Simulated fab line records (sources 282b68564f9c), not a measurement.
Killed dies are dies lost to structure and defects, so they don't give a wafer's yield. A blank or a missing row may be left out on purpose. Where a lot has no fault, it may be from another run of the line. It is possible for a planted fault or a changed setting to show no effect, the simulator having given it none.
fab line records / flow rit_cmos
record: lots: 4 wafers: 12 last_day: 7
route steps=202 shown SDANNEAL@156 SILICIDE@161 CONTACT@168 M1@184
lots with no fault: from the same line, run without faults
start_h: the number of hours between the record's first day and the start of the first shown wafer of the lot / wait_h: hours since the lot's step before / " as in the row above / L1.1+2: a row that stands for several wafers / - value missing, or start not given / * or withheld: withheld / < > ~ a bound
route shown NAME@n: a module of which the file shows steps, and the number in the route of the first / usual: mean and standard deviation over wafers with no fault / same: alike in all rows / chamber/n: place in a boat / sites: each site's reading / _std_site: their standard deviation / _edge_site: mean of outer sites minus mean of inner sites / radius_mm: for every site, how far away it sits from the centre of the wafer / mask NAME#n: copy n / behind: the tool/chamber that last shaped the wafer / hold: why the lot went on hold/how many hours it stayed there/how the hold came to an end / device: whichever transistor did not switch (one of n, p or np) / end of line: tests run on the same wafers once the route is complete / a step with no rows: only its recipe / killed: at the first sort, the dies lost to defects and structure; wafer yield is something else / map: dies across one wafer; x = killed, . = not, _ = none there
set.NAME: the setting that was run; set.NAME@STEP: the one run at that earlier step / model.NAME: the simulator's own value behind a step, which no gauge read
lots at selected steps of the route; one table per step, one row per wafer
services: from which hour (start_h, from the record's first day; less than 0 if before it) a tool's chamber was out of use, for how many hours, and why
== steps ==
step: RIT_SDANNEAL_RTA_03
recipe: temp_c: 1050 time_s: 5 idle_temp_c: 600 ramp_up_c_per_s: 342 ramp_down_c_per_s: 171 cool_to_c: 600 ambient: N2
step: RIT_SILICIDE_WET_ETCH_00
recipe: chemistry: BOE target: SiO2 target_depth_nm: 14 time_s: 15 dry: n2_spin dilution: 10:1 temp_c: 21.5
step: RIT_SILICIDE_SPUTTER_01
recipe: material: Ti target_thk_nm: 30 power_w: 361.4 chamber_pressure_pa: 0.667 gas: Ar time_s: 240 substrate_temp_c: 25
step: RIT_SILICIDE_RTA_04
recipe: temp_c: 650 time_s: 10 idle_temp_c: 25 ramp_up_s: 5 ramp_down_s: 5 cool_to_c: 25 ambient: N2
step: RIT_SILICIDE_WET_ETCH_05
recipe: chemistry: SPM target: Ti temp_c: 90 time_s: 120 dry: n2_spin
step: RIT_SILICIDE_RTA_06
recipe: temp_c: 750 time_s: 10 idle_temp_c: 25 ramp_up_s: 5 ramp_down_s: 10 cool_to_c: 25 ambient: N2
step: RIT_CONTACT_CVD_00
recipe: material: SiO2 target_thk_nm: 400 precursor: TEOS temp_c: 390 time_s: 61 rf_w: 400
usual: heater_power_w: 328/45
lot.wafer=L210.1 tool=pecvd-02 chamber=1 start_h=49.79 wait_h=0.1 heater_power_w=320 model.SiO2_of_CONTACT_CVD_00.thk_nm=396.1
lot.wafer=L210.3 tool=pecvd-02 chamber=0 start_h=49.79 wait_h=0.1 heater_power_w=425 model.SiO2_of_CONTACT_CVD_00.thk_nm=397.9
lot.wafer=L210.6 tool=pecvd-02 chamber=1 start_h=49.79 wait_h=0.1 heater_power_w=323 model.SiO2_of_CONTACT_CVD_00.thk_nm=407.3
lot.wafer=L219.3 tool=pecvd-02 chamber=0 start_h=95.93 wait_h=0.0 heater_power_w=374 model.SiO2_of_CONTACT_CVD_00.thk_nm=276.7
lot.wafer=L219.4 tool=pecvd-02 chamber=0 start_h=95.93 wait_h=0.0 heater_power_w=391 model.SiO2_of_CONTACT_CVD_00.thk_nm=281
lot.wafer=L219.6 tool=pecvd-02 chamber=1 start_h=95.93 wait_h=0.0 heater_power_w=324 model.SiO2_of_CONTACT_CVD_00.thk_nm=279.9
lot.wafer=L222.1 tool=pecvd-02 chamber=2 start_h=111.20 wait_h=0.1 heater_power_w=238 model.SiO2_of_CONTACT_CVD_00.thk_nm=278.1
lot.wafer=L222.4 tool=pecvd-02 chamber=1 start_h=111.20 wait_h=0.1 heater_power_w=260 model.SiO2_of_CONTACT_CVD_00.thk_nm=285.1
lot.wafer=L222.5 tool=pecvd-02 chamber=0 start_h=111.20 wait_h=0.1 heater_power_w=403 model.SiO2_of_CONTACT_CVD_00.thk_nm=283.2
lot.wafer=L230.1 tool=pecvd-03 chamber=2 start_h=156.62 wait_h=0.1 heater_power_w=350 model.SiO2_of_CONTACT_CVD_00.thk_nm=400.3
lot.wafer=L230.2 tool=pecvd-03 chamber=1 start_h=156.62 wait_h=0.1 heater_power_w=359 model.SiO2_of_CONTACT_CVD_00.thk_nm=396.3
lot.wafer=L230.5 tool=pecvd-03 chamber=1 start_h=156.62 wait_h=0.1 heater_power_w=261 model.SiO2_of_CONTACT_CVD_00.thk_nm=402.6
step: RIT_CONTACT_THK_MEAS_01
recipe: reads: SiO2_of_CONTACT_CVD_00
usual: CONTACT_TEOS_THK: 400/4.6
lot.wafer=L210.1 tool=film_metro-02 chamber=- start_h=49.84 wait_h=0.0 CONTACT_TEOS_THK[nm]=396
lot.wafer=L210.3 tool=film_metro-02 chamber=- start_h=49.84 wait_h=0.0 CONTACT_TEOS_THK[nm]=398
lot.wafer=L210.6 tool=film_metro-02 chamber=- start_h=49.84 wait_h=0.0 CONTACT_TEOS_THK[nm]=407
lot.wafer=L219.3 tool=film_metro-02 chamber=- start_h=96.00 wait_h=0.0 CONTACT_TEOS_THK[nm]=277
lot.wafer=L219.4 tool=film_metro-02 chamber=- start_h=96.00 wait_h=0.0 CONTACT_TEOS_THK[nm]=281
lot.wafer=L219.6 tool=film_metro-02 chamber=- start_h=96.00 wait_h=0.0 CONTACT_TEOS_THK[nm]=280
lot.wafer=L222.1 tool=film_metro-03 chamber=- start_h=111.25 wait_h=0.0 CONTACT_TEOS_THK[nm]=278
lot.wafer=L222.4 tool=film_metro-03 chamber=- start_h=111.25 wait_h=0.0 CONTACT_TEOS_THK[nm]=285
lot.wafer=L222.5 tool=film_metro-03 chamber=- start_h=111.25 wait_h=0.0 CONTACT_TEOS_THK[nm]=283
lot.wafer=L230.1 tool=film_metro-02 chamber=- start_h=156.67 wait_h=0.0 CONTACT_TEOS_THK[nm]=400
lot.wafer=L230.2 tool=film_metro-02 chamber=- start_h=156.67 wait_h=0.0 CONTACT_TEOS_THK[nm]=396
lot.wafer=L230.5 tool=film_metro-02 chamber=- start_h=156.67 wait_h=0.0 CONTACT_TEOS_THK[nm]=403
step: RIT_CONTACT_HMDS_02
recipe: prime_time_s: 60 prime_temp_c: 140
step: RIT_CONTACT_COAT_03
recipe: resist: NOVOLAK spin_rpm: 3250 resist_thk_nm: 1000
step: RIT_CONTACT_SOFTBAKE_04
recipe: resist: NOVOLAK temp_c: 90 time_s: 60
step: RIT_CONTACT_EXPOSE_05
recipe: mask_id: M11 na: 0.6 source_shape: conventional sigma_outer: 0.5 target_cd_nm: 1000 dose_mj: 250
step: RIT_CONTACT_PEB_06
recipe: resist: NOVOLAK temp_c: withheld time_s: withheld
step: RIT_CONTACT_DEVELOP_07
recipe: resist: NOVOLAK develop_time_s: 123.9 dev_temp_c: 23
step: RIT_CONTACT_HARDBAKE_10
recipe: resist: NOVOLAK temp_c: 140 time_s: 60
step: RIT_CONTACT_ETCH_11
recipe: target_depth_a: 4800 over_etch_frac: 0.2 stop_on: TiSi2 chemistry: CHF3/CF4/Ar target: SiO2 CHF3_flow_sccm: 50 cf4_flow_sccm: 10 Ar_flow_sccm: 100 O2_flow_sccm: 5 pressure_mtorr: 100 rf_w: 200 time_s: 320
usual: cf4_flow_sccm: 10.00/0.032 drypump_motor_current_A: 5.7/0.4 oes_product_au: 0.990/0.0099 throttle_valve_pct: 8.86/0.11
lot.wafer=L210.1 tool=rie_diel-01 chamber=0 start_h=51.34 wait_h=0.1 cf4_flow_sccm=9.96 drypump_motor_current_A=5.6 oes_product_au=0.992 rf_hours_counter_h=45 throttle_valve_pct=8.89 model.etch.depth_nm=396.1 model.CONTACT.feature_depth_nm=396.1
lot.wafer=L210.3 tool=rie_diel-01 chamber=1 start_h=51.34 wait_h=0.1 cf4_flow_sccm=9.97 drypump_motor_current_A=5.0 oes_product_au=0.980 rf_hours_counter_h=21 throttle_valve_pct=8.67 model.etch.depth_nm=397.9 model.CONTACT.feature_depth_nm=397.9
lot.wafer=L210.6 tool=rie_diel-01 chamber=3 start_h=51.34 wait_h=0.1 cf4_flow_sccm=9.97 drypump_motor_current_A=5.7 oes_product_au=1.003 rf_hours_counter_h=- throttle_valve_pct=9.05 model.etch.depth_nm=407.3 model.CONTACT.feature_depth_nm=407.3
lot.wafer=L219.3 tool=rie_diel-01 chamber=3 start_h=97.45 wait_h=0.1 cf4_flow_sccm=9.99 drypump_motor_current_A=5.7 oes_product_au=0.989 rf_hours_counter_h=3 throttle_valve_pct=9.04 model.etch.depth_nm=276.7 model.CONTACT.feature_depth_nm=276.7
lot.wafer=L219.4 tool=rie_diel-01 chamber=0 start_h=97.45 wait_h=0.1 cf4_flow_sccm=10.05 drypump_motor_current_A=5.6 oes_product_au=0.980 rf_hours_counter_h=46 throttle_valve_pct=8.90 model.etch.depth_nm=281 model.CONTACT.feature_depth_nm=281
lot.wafer=L219.6 tool=rie_diel-01 chamber=2 start_h=97.45 wait_h=0.1 cf4_flow_sccm=9.99 drypump_motor_current_A=5.0 oes_product_au=0.968 rf_hours_counter_h=- throttle_valve_pct=8.94 model.etch.depth_nm=279.9 model.CONTACT.feature_depth_nm=279.9
lot.wafer=L222.1 tool=rie_diel-02 chamber=2 start_h=112.71 wait_h=0.1 cf4_flow_sccm=9.97 drypump_motor_current_A=5.9 oes_product_au=0.982 rf_hours_counter_h=138 throttle_valve_pct=8.78 model.etch.depth_nm=278.1 model.CONTACT.feature_depth_nm=278.1
lot.wafer=L222.4 tool=rie_diel-02 chamber=1 start_h=112.71 wait_h=0.1 cf4_flow_sccm=10.02 drypump_motor_current_A=5.9 oes_product_au=0.962 rf_hours_counter_h=98 throttle_valve_pct=8.93 model.etch.depth_nm=285.1 model.CONTACT.feature_depth_nm=285.1
lot.wafer=L222.5 tool=rie_diel-02 chamber=2 start_h=112.71 wait_h=0.1 cf4_flow_sccm=9.97 drypump_motor_current_A=5.9 oes_product_au=0.983 rf_hours_counter_h=- throttle_valve_pct=8.76 model.etch.depth_nm=283.2 model.CONTACT.feature_depth_nm=283.2
lot.wafer=L230.1 tool=rie_diel-02 chamber=1 start_h=158.13 wait_h=0.1 cf4_flow_sccm=10.03 drypump_motor_current_A=5.9 oes_product_au=0.981 rf_hours_counter_h=98 throttle_valve_pct=8.93 model.etch.depth_nm=400.3 model.CONTACT.feature_depth_nm=400.3
lot.wafer=L230.2 tool=rie_diel-02 chamber=3 start_h=158.13 wait_h=0.1 cf4_flow_sccm=10.00 drypump_motor_current_A=6.3 oes_product_au=0.992 rf_hours_counter_h=41 throttle_valve_pct=9.01 model.etch.depth_nm=396.3 model.CONTACT.feature_depth_nm=396.3
lot.wafer=L230.5 tool=rie_diel-02 chamber=1 start_h=158.13 wait_h=0.1 cf4_flow_sccm=10.00 drypump_motor_current_A=5.9 oes_product_au=0.986 rf_hours_counter_h=- throttle_valve_pct=8.92 model.etch.depth_nm=402.6 model.CONTACT.feature_depth_nm=402.6
step: RIT_CONTACT_STRIP_12
recipe: chemistry: O2 time_s: 180 resist: NOVOLAK platen_temp_c: withheld power_w: 500 pressure_mtorr: 4000 o2_flow_sccm: 4000
step: RIT_CONTACT_CLEAN_13
recipe: chemistry: SC1 mix: 3:3:50 time_s: 600 temp_c: 75
step: RIT_CONTACT_CLEAN_14
recipe: chemistry: SC2 mix: 3:3:50 time_s: 600 temp_c: 75 dry: n2_spin
step: RIT_M1_SPUTTER_00
recipe: material: Al target_thk_nm: 400 power_w: 2000 chamber_pressure_pa: 0.4 gas: Ar time_s: 500 substrate_temp_c: 25
step: RIT_M1_HMDS_03
recipe: prime_time_s: 60 prime_temp_c: 140
step: RIT_M1_COAT_04
recipe: resist: NOVOLAK spin_rpm: 2000 resist_thk_nm: 1300
step: RIT_M1_SOFTBAKE_05
recipe: resist: NOVOLAK temp_c: 90 time_s: 60
step: RIT_M1_EXPOSE_06
recipe: mask_id: M12 na: 0.6 source_shape: conventional sigma_outer: 0.5 target_cd_nm: 2600 dose_mj: 250
step: RIT_M1_PEB_07
recipe: resist: NOVOLAK temp_c: withheld time_s: withheld
step: RIT_M1_DEVELOP_08
recipe: resist: NOVOLAK develop_time_s: 68 dev_temp_c: 22.36
lot.wafer=L210.1 tool=litho_track-02 chamber=0 start_h=- wait_h=- model.M1.cd_nm=2599
lot.wafer=L210.3 tool=litho_track-02 chamber=0 start_h=- wait_h=- model.M1.cd_nm=2601
lot.wafer=L210.6 tool=litho_track-02 chamber=0 start_h=- wait_h=- model.M1.cd_nm=2602
lot.wafer=L219.3 tool=litho_track-04 chamber=0 start_h=- wait_h=- model.M1.cd_nm=2571
lot.wafer=L219.4 tool=litho_track-04 chamber=0 start_h=- wait_h=- model.M1.cd_nm=2572
lot.wafer=L219.6 tool=litho_track-04 chamber=0 start_h=- wait_h=- model.M1.cd_nm=2570
lot.wafer=L222.1 tool=litho_track-01 chamber=0 start_h=- wait_h=- model.M1.cd_nm=2587
lot.wafer=L222.4+5 tool=litho_track-01 chamber=0 start_h=- wait_h=- model.M1.cd_nm=2585
lot.wafer=L230.1 tool=litho_track-01 chamber=0 start_h=- wait_h=- model.M1.cd_nm=2602
lot.wafer=L230.2 tool=litho_track-01 chamber=0 start_h=- wait_h=- model.M1.cd_nm=2600
lot.wafer=L230.5 tool=litho_track-01 chamber=0 start_h=- wait_h=- model.M1.cd_nm=2599
step: RIT_M1_HARDBAKE_11
recipe: resist: NOVOLAK temp_c: 140 time_s: 120
step: RIT_M1_METAL_ETCH_12
recipe: stop_on: SiO2 chemistry: Cl2/BCl3 target: Al time_s: 165 over_etch_frac: 0.5411 pressure_mtorr: 100 target_depth_a: 6000 rf_w: 250 Cl2_flow_sccm: 60 bcl3_flow_sccm: 50
usual: drypump_motor_current_A: 5.9/0.58 oes_product_au: 0.760/0.012 throttle_valve_pct: 8.25/0.075
lot.wafer=L210.1 tool=rie_metal-04 chamber=1 start_h=54.09 wait_h=0.2 drypump_motor_current_A=5.4 oes_product_au=0.748 rf_hours_counter_h=2 throttle_valve_pct=8.31 model.SiO2_of_CONTACT_CVD_00.thk_nm=359 model.M1.cd_nm=2599
lot.wafer=L210.3 tool=rie_metal-04 chamber=1 start_h=54.09 wait_h=0.2 drypump_motor_current_A=5.4 oes_product_au=0.754 rf_hours_counter_h=- throttle_valve_pct=8.30 model.SiO2_of_CONTACT_CVD_00.thk_nm=360.9 model.M1.cd_nm=2601
lot.wafer=L210.6 tool=rie_metal-04 chamber=1 start_h=54.09 wait_h=0.2 drypump_motor_current_A=5.4 oes_product_au=0.762 rf_hours_counter_h=- throttle_valve_pct=8.31 model.SiO2_of_CONTACT_CVD_00.thk_nm=370.2 model.M1.cd_nm=2601
lot.wafer=L219.3 tool=rie_metal-04 chamber=1 start_h=100.15 wait_h=0.2 drypump_motor_current_A=5.4 oes_product_au=0.759 rf_hours_counter_h=- throttle_valve_pct=8.30 model.SiO2_of_CONTACT_CVD_00.thk_nm=239.5 model.M1.cd_nm=2570
lot.wafer=L219.4 tool=rie_metal-04 chamber=0 start_h=100.15 wait_h=0.2 drypump_motor_current_A=6.5 oes_product_au=0.749 rf_hours_counter_h=- throttle_valve_pct=8.33 model.SiO2_of_CONTACT_CVD_00.thk_nm=243.1 model.M1.cd_nm=2573
lot.wafer=L219.6 tool=rie_metal-04 chamber=0 start_h=100.15 wait_h=0.2 drypump_motor_current_A=6.5 oes_product_au=0.744 rf_hours_counter_h=- throttle_valve_pct=8.33 model.SiO2_of_CONTACT_CVD_00.thk_nm=242 model.M1.cd_nm=2570
lot.wafer=L222.1 tool=rie_metal-04 chamber=0 start_h=115.36 wait_h=0.2 drypump_motor_current_A=6.5 oes_product_au=0.749 rf_hours_counter_h=3 throttle_valve_pct=8.33 model.SiO2_of_CONTACT_CVD_00.thk_nm=240.3 model.M1.cd_nm=2586
lot.wafer=L222.4 tool=rie_metal-04 chamber=1 start_h=115.36 wait_h=0.2 drypump_motor_current_A=5.3 oes_product_au=0.757 rf_hours_counter_h=- throttle_valve_pct=8.32 model.SiO2_of_CONTACT_CVD_00.thk_nm=247.8 model.M1.cd_nm=2585
lot.wafer=L222.5 tool=rie_metal-04 chamber=1 start_h=115.36 wait_h=0.2 drypump_motor_current_A=5.4 oes_product_au=0.760 rf_hours_counter_h=- throttle_valve_pct=8.31 model.SiO2_of_CONTACT_CVD_00.thk_nm=245.9 model.M1.cd_nm=2585
lot.wafer=L230.1 tool=rie_metal-03 chamber=1 start_h=160.84 wait_h=0.2 drypump_motor_current_A=4.9 oes_product_au=0.766 rf_hours_counter_h=0 throttle_valve_pct=8.30 model.SiO2_of_CONTACT_CVD_00.thk_nm=363.2 model.M1.cd_nm=2602
lot.wafer=L230.2 tool=rie_metal-03 chamber=0 start_h=160.84 wait_h=0.2 drypump_motor_current_A=6.4 oes_product_au=0.768 rf_hours_counter_h=0 throttle_valve_pct=8.15 model.SiO2_of_CONTACT_CVD_00.thk_nm=359.1 model.M1.cd_nm=2599
lot.wafer=L230.5 tool=rie_metal-03 chamber=0 start_h=160.84 wait_h=0.2 drypump_motor_current_A=6.3 oes_product_au=0.755 rf_hours_counter_h=- throttle_valve_pct=8.16 model.SiO2_of_CONTACT_CVD_00.thk_nm=365.3 model.M1.cd_nm=2598
step: RIT_M1_STRIP_13
recipe: chemistry: nmp resist: NOVOLAK temp_c: 80 time_s: 600 dry: n2_spin
step: RIT_M1_PROBE_99
usual: killed_at_front_end: 7/3.1 killed_dies: 7/3.1 killed_on_rim: 1.9/1.4 killed_open: 3.6/2 killed_short: 3.5/2
same: gross_dies: 264 killed_at_M0_to_M3: 0 killed_at_M4_up: 0 killed_at_back_side: 0 killed_at_contacts: 0 killed_at_other: 0
lot.wafer=L210.1 tool=prober-02 chamber=- start_h=56.35 wait_h=0.1 killed_at_front_end=3 killed_dies=3 killed_on_rim=0 killed_open=2 killed_short=1 model.etest.m1.width_nm=2601 model.etest.field_p_metal.vt_v=-29.07 model.etest.nmos_0p15.junction_log10_a_um=-13.16 model.etest.nmos_narrow.off_log10_a_um=-13.18 model.etest.nmos_0p3.off_log10_a_um=-12.93 model.etest.gate_end_array.leak_log10_a_um=-12.85 model.etest.antenna_contact.gate_log10_a_cm2=-6.447 model.etest.pmos_0p15.junction_log10_a_um=-13.76
lot.wafer=L210.3 tool=prober-02 chamber=- start_h=56.45 wait_h=0.2 killed_at_front_end=7 killed_dies=7 killed_on_rim=1 killed_open=3 killed_short=4 model.etest.m1.width_nm=2598 model.etest.field_p_metal.vt_v=-29.72 model.etest.nmos_0p15.junction_log10_a_um=-13.34 model.etest.nmos_narrow.off_log10_a_um=-12.89 model.etest.nmos_0p3.off_log10_a_um=-12.97 model.etest.gate_end_array.leak_log10_a_um=-12.83 model.etest.antenna_contact.gate_log10_a_cm2=-6.502 model.etest.pmos_0p15.junction_log10_a_um=-13.74
lot.wafer=L210.6 tool=prober-02 chamber=- start_h=56.60 wait_h=0.2 killed_at_front_end=4 killed_dies=4 killed_on_rim=1 killed_open=1 killed_short=3 model.etest.m1.width_nm=2602 model.etest.field_p_metal.vt_v=-29.96 model.etest.nmos_0p15.junction_log10_a_um=-13.48 model.etest.nmos_narrow.off_log10_a_um=-13.18 model.etest.nmos_0p3.off_log10_a_um=-13.1 model.etest.gate_end_array.leak_log10_a_um=-12.95 model.etest.antenna_contact.gate_log10_a_cm2=-6.163 model.etest.pmos_0p15.junction_log10_a_um=-13.84
lot.wafer=L219.3 tool=prober-01 chamber=- start_h=102.62 wait_h=0.2 killed_at_front_end=12 killed_dies=12 killed_on_rim=4 killed_open=4 killed_short=8 model.etest.m1.width_nm=2568 model.etest.field_p_metal.vt_v=-22.36 model.etest.nmos_0p15.junction_log10_a_um=-12.43 model.etest.nmos_narrow.off_log10_a_um=-12.35 model.etest.nmos_0p3.off_log10_a_um=-12.38 model.etest.gate_end_array.leak_log10_a_um=-12.31 model.etest.antenna_contact.gate_log10_a_cm2=-6.145 model.etest.pmos_0p15.junction_log10_a_um=-13.32
lot.wafer=L219.4 tool=prober-01 chamber=- start_h=102.67 wait_h=0.2 killed_at_front_end=10 killed_dies=10 killed_on_rim=2 killed_open=5 killed_short=5 model.etest.m1.width_nm=2569 model.etest.field_p_metal.vt_v=-22.52 model.etest.nmos_0p15.junction_log10_a_um=-12.51 model.etest.nmos_narrow.off_log10_a_um=-12.47 model.etest.nmos_0p3.off_log10_a_um=-12.4 model.etest.gate_end_array.leak_log10_a_um=-12.29 model.etest.antenna_contact.gate_log10_a_cm2=-5.641 model.etest.pmos_0p15.junction_log10_a_um=-13.3
lot.wafer=L219.6 tool=prober-01 chamber=- start_h=102.77 wait_h=0.2 killed_at_front_end=11 killed_dies=11 killed_on_rim=3 killed_open=4 killed_short=7 model.etest.m1.width_nm=2574 model.etest.field_p_metal.vt_v=-22.48 model.etest.nmos_0p15.junction_log10_a_um=-12.45 model.etest.nmos_narrow.off_log10_a_um=-12.39 model.etest.nmos_0p3.off_log10_a_um=-12.39 model.etest.gate_end_array.leak_log10_a_um=-12.19 model.etest.antenna_contact.gate_log10_a_cm2=-5.894 model.etest.pmos_0p15.junction_log10_a_um=-13.38
lot.wafer=L222.1 tool=prober-02 chamber=- start_h=117.61 wait_h=0.1 killed_at_front_end=3 killed_dies=3 killed_on_rim=0 killed_open=2 killed_short=1 model.etest.m1.width_nm=2588 model.etest.field_p_metal.vt_v=-23.22 model.etest.nmos_0p15.junction_log10_a_um=-12.47 model.etest.nmos_narrow.off_log10_a_um=-12.41 model.etest.nmos_0p3.off_log10_a_um=-12.43 model.etest.gate_end_array.leak_log10_a_um=-12.38 model.etest.antenna_contact.gate_log10_a_cm2=-6.046 model.etest.pmos_0p15.junction_log10_a_um=-13.36
lot.wafer=L222.4 tool=prober-02 chamber=- start_h=117.76 wait_h=0.2 killed_at_front_end=2 killed_dies=2 killed_on_rim=0 killed_open=0 killed_short=2 model.etest.m1.width_nm=2586 model.etest.field_p_metal.vt_v=-23.46 model.etest.nmos_0p15.junction_log10_a_um=-12.57 model.etest.nmos_narrow.off_log10_a_um=-12.53 model.etest.nmos_0p3.off_log10_a_um=-12.5 model.etest.gate_end_array.leak_log10_a_um=-12.3 model.etest.antenna_contact.gate_log10_a_cm2=-5.942 model.etest.pmos_0p15.junction_log10_a_um=-13.34
lot.wafer=L222.5 tool=prober-02 chamber=- start_h=117.81 wait_h=0.2 killed_at_front_end=10 killed_dies=10 killed_on_rim=5 killed_open=3 killed_short=7 model.etest.m1.width_nm=2587 model.etest.field_p_metal.vt_v=-23.3 model.etest.nmos_0p15.junction_log10_a_um=-12.59 model.etest.nmos_narrow.off_log10_a_um=-12.59 model.etest.nmos_0p3.off_log10_a_um=-12.53 model.etest.gate_end_array.leak_log10_a_um=-12.26 model.etest.antenna_contact.gate_log10_a_cm2=-6.65 model.etest.pmos_0p15.junction_log10_a_um=-13.37
lot.wafer=L230.1 tool=prober-02 chamber=- start_h=163.56 wait_h=0.1 killed_at_front_end=3 killed_dies=3 killed_on_rim=0 killed_open=1 killed_short=2 model.etest.m1.width_nm=2602 model.etest.field_p_metal.vt_v=-28.61 model.etest.nmos_0p15.junction_log10_a_um=-13.52 model.etest.nmos_narrow.off_log10_a_um=-13.31 model.etest.nmos_0p3.off_log10_a_um=-13.06 model.etest.gate_end_array.leak_log10_a_um=-12.96 model.etest.antenna_contact.gate_log10_a_cm2=-7.067 model.etest.pmos_0p15.junction_log10_a_um=-13.77
lot.wafer=L230.2 tool=prober-02 chamber=- start_h=163.61 wait_h=0.1 killed_at_front_end=8 killed_dies=8 killed_on_rim=2 killed_open=5 killed_short=3 model.etest.m1.width_nm=2599 model.etest.field_p_metal.vt_v=-28.17 model.etest.nmos_0p15.junction_log10_a_um=-13.38 model.etest.nmos_narrow.off_log10_a_um=-13.12 model.etest.nmos_0p3.off_log10_a_um=-13.11 model.etest.gate_end_array.leak_log10_a_um=-12.93 model.etest.antenna_contact.gate_log10_a_cm2=-6.528 model.etest.pmos_0p15.junction_log10_a_um=-13.68
lot.wafer=L230.5 tool=prober-02 chamber=- start_h=163.76 wait_h=0.2 killed_at_front_end=4 killed_dies=4 killed_on_rim=0 killed_open=1 killed_short=3 model.etest.m1.width_nm=2600 model.etest.field_p_metal.vt_v=-28.34 model.etest.nmos_0p15.junction_log10_a_um=-13.41 model.etest.nmos_narrow.off_log10_a_um=-13.39 model.etest.nmos_0p3.off_log10_a_um=-13.15 model.etest.gate_end_array.leak_log10_a_um=-12.97 model.etest.antenna_contact.gate_log10_a_cm2=-6.578 model.etest.pmos_0p15.junction_log10_a_um=-13.62
killed by level:class
L210.1 GATE:geometric_particle:open=1 REOX:geometric_particle:short=1 REOX:geometric_particle:open=1
L210.3 REOX:geometric_particle:short=2 FOX1:geometric_particle:open=1 GATE:geometric_particle:short=1 REOX:geometric_particle:open=1 SPACER:geometric_particle:open=1 SPACER:geometric_particle:short=1
L210.6 SPACER:geometric_particle:short=2 FOX1:geometric_particle:short=1 GATE:geometric_particle:open=1
L219.3 FOX1:geometric_particle:open=3 GATE:geometric_particle:short=2 SPACER:geometric_particle:short=2 SILICIDE:geometric_particle:short=2 FOX2:geometric_particle:short=1 GATE:geometric_particle:open=1 REOX:geometric_particle:short=1
L219.4 GATE:geometric_particle:open=2 SILICIDE:geometric_particle:short=2 FOX1:geometric_particle:open=1 FOX2:geometric_particle:short=1 FOX2:geometric_particle:open=1 GATE:geometric_particle:short=1 SPACER:geometric_particle:open=1 SPACER:geometric_particle:short=1
L219.6 FOX1:geometric_particle:short=3 FOX1:geometric_particle:open=2 GATE:geometric_particle:short=2 FOX2:geometric_particle:open=1 FOX2:geometric_particle:short=1 GATE:geometric_particle:open=1 SPACER:geometric_particle:short=1
L222.1 REOX:geometric_particle:open=2 SILICIDE:geometric_particle:short=1
L222.4 GATE:geometric_particle:short=1 SILICIDE:geometric_particle:short=1
L222.5 FOX1:geometric_particle:short=4 FOX1:geometric_particle:open=1 FOX2:geometric_particle:short=1 FOX2:geometric_particle:open=1 GATE:geometric_particle:short=1 REOX:geometric_particle:open=1 SILICIDE:geometric_particle:short=1
L230.1 GATE:geometric_particle:short=1 SPACER:geometric_particle:short=1 SPACER:geometric_particle:open=1
L230.2 FOX1:geometric_particle:open=3 FOX1:geometric_particle:short=2 GATE:geometric_particle:short=1 GATE:geometric_particle:open=1 REOX:geometric_particle:open=1
L230.5 SPACER:geometric_particle:short=2 FOX1:geometric_particle:short=1 SPACER:geometric_particle:open=1
== services ==
tool=rie_diel-02 chamber=0 start_h=29.21 hours=22.4 kind=repair
tool=rie_metal-04 chamber=- start_h=43.61 hours=0.5 kind=repair
tool=pecvd-02 chamber=0 start_h=51.20 hours=5.7 kind=repair
tool=rie_diel-02 chamber=3 start_h=54.94 hours=3.4 kind=repair
tool=pecvd-02 chamber=- start_h=59.03 hours=0.6 kind=repair
tool=rie_diel-01 chamber=1 start_h=74.32 hours=3.9 kind=repair
tool=rie_diel-02 chamber=- start_h=74.91 hours=2.8 kind=pm
tool=rie_diel-01 chamber=- start_h=115.18 hours=2.8 kind=pm
tool=rie_diel-02 chamber=0 start_h=121.05 hours=3.6 kind=repair
tool=rie_metal-03 chamber=- start_h=136.12 hours=20.0 kind=pm
tool=rie_metal-03 chamber=0 start_h=136.12 hours=20.0 kind=vent_cycle
tool=rie_metal-03 chamber=1 start_h=136.12 hours=20.0 kind=vent_cycle
tool=rie_metal-03 chamber=0 start_h=156.12 hours=- kind=clean
tool=rie_metal-03 chamber=1 start_h=156.12 hours=- kind=clean
tool=rie_diel-01 chamber=2 start_h=156.34 hours=7.4 kind=repair
== key ==
first_sign: step: RIT_CONTACT_THK_MEAS_01 reading: CONTACT_TEOS_THK direction: down sigmas: 26 usual: 400 struck: 281
effect none on later readings
model_effect: step: RIT_CONTACT_CVD_00 value: SiO2_of_CONTACT_CVD_00.thk_nm without: 402.2 struck: 280.7
model_effect: step: RIT_CONTACT_ETCH_11 value: etch.depth_nm without: 402.2 struck: 280.7
model_effect: step: RIT_M1_DEVELOP_08 value: M1.cd_nm without: 2600 struck: 2578
model_effect: step: RIT_M1_METAL_ETCH_12 value: SiO2_of_CONTACT_CVD_00.thk_nm without: 364.6 struck: 243.1
model_effect: step: RIT_M1_PROBE_99 value: etest.m1.width_nm without: 2601 struck: 2579
met_at RIT_CONTACT_CVD_00
struck_wafers L219.3,L219.4,L219.6,L222.1,L222.4,L222.5
tester_left_out L219,L222
loop_trim: step: RIT_M1_EXPOSE_06 setting: dose lots: L219,L222
onset_between 49.79 95.93
fault: kind: process_parameter_drift tool: pecvd-02 chamber: - onset_h: 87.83 steps: RIT_CONTACT_CVD_00 channel: target_thk_nm offset: -121.21 shape: step end_h: 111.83 stated: 400
tester_left_out: of these lots the tester's yield and bins aren't shown, on N5 and GAA mostly nor the transistor test; their killed dies are dies lost to structure and defects alone, not to doping, threshold or leakage, so they don't give the yield
loop_trim: a control loop set the setting to another value than it would have without faults
